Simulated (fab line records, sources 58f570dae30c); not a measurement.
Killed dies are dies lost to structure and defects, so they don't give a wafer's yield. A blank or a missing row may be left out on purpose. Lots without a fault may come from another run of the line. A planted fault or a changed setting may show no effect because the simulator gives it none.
One fault seen from 2 desks | flow berkeley_cmos170 | each desk has only its own numbers; what lay behind them comes last

THE TOOL OWNER'S DESK: pvd_sputter-03
The tool's own readings at UCB170_M1_SPUTTER_00 (material Al, target thk 600 nm, time 80 s): means of the sampled wafers that have a number, for each lot that ran on this tool. A lot is out of limits, marked OUT, if its mean lies more than 4 standard deviations from the usual mean; the brackets give that distance.
Columns: A = throttle_valve_pct at UCB170_M1_SPUTTER_00, usual 29.8 %
lot  | first seen here | A
L778 | day 8 15:49     | 29.6
L789 | day 10 00:47    | 29.7
This desk's finding: nothing out of limits on any of the 2 lots.

THE METROLOGY DESK
What the gauges read, lot by lot, whatever tool the lot ran on: means of the sampled wafers that have a number. A lot is out of limits, marked OUT, if its mean lies more than 4 standard deviations from the usual mean; the brackets give that distance. Of its 13 readings 7 are shown: those that lie furthest out on some lot.
Columns: A = cd_nm at UCB170_CONTACT_CD_MEAS_15, usual 699.9 nm; B = CONTACT_OVL at UCB170_CONTACT_OVL_MEAS_16, usual 4 nm; C = cd_nm at UCB170_CONTACT_CD_MEAS_90, usual 699.8 nm; D = M1_AL_THK at UCB170_M1_THK_MEAS_02, usual 604 nm; E = M1_OVL at UCB170_M1_OVL_MEAS_10, usual 4 nm; F = cd_nm at UCB170_V1_CD_MEAS_12, usual 699.5 nm; G = V1_OVL at UCB170_V1_OVL_MEAS_13, usual 3 nm
lot  | first seen here | A     | B  | C     | D   | E  | F     | G
L778 | day 8 15:07     | 700.6 | 5  | 700.5 | 603 | 4  | 698.9 | 6
L777 | day 8 15:49     | 702.6 | -5 | 702.2 | 602 | 10 | 700.6 | 13
L789 | day 10 00:00    | 699.2 | 6  | 698.9 | 612 | -0 | 701.1 | 5
L792 | day 11 07:17    | 702.1 | 9  | 702.2 | 623 | -1 | 701.5 | 4
L797 | day 12 13:50    | 701.2 | 10 | 702.2 | 599 | -7 | 697.6 | 8
This desk's finding: nothing out of limits on any of the 5 lots.

PUT TOGETHER
The tool owner's desk saw nothing out of limits.
The metrology desk saw nothing out of limits.

WHAT THE SIMULATOR HAD PUT IN
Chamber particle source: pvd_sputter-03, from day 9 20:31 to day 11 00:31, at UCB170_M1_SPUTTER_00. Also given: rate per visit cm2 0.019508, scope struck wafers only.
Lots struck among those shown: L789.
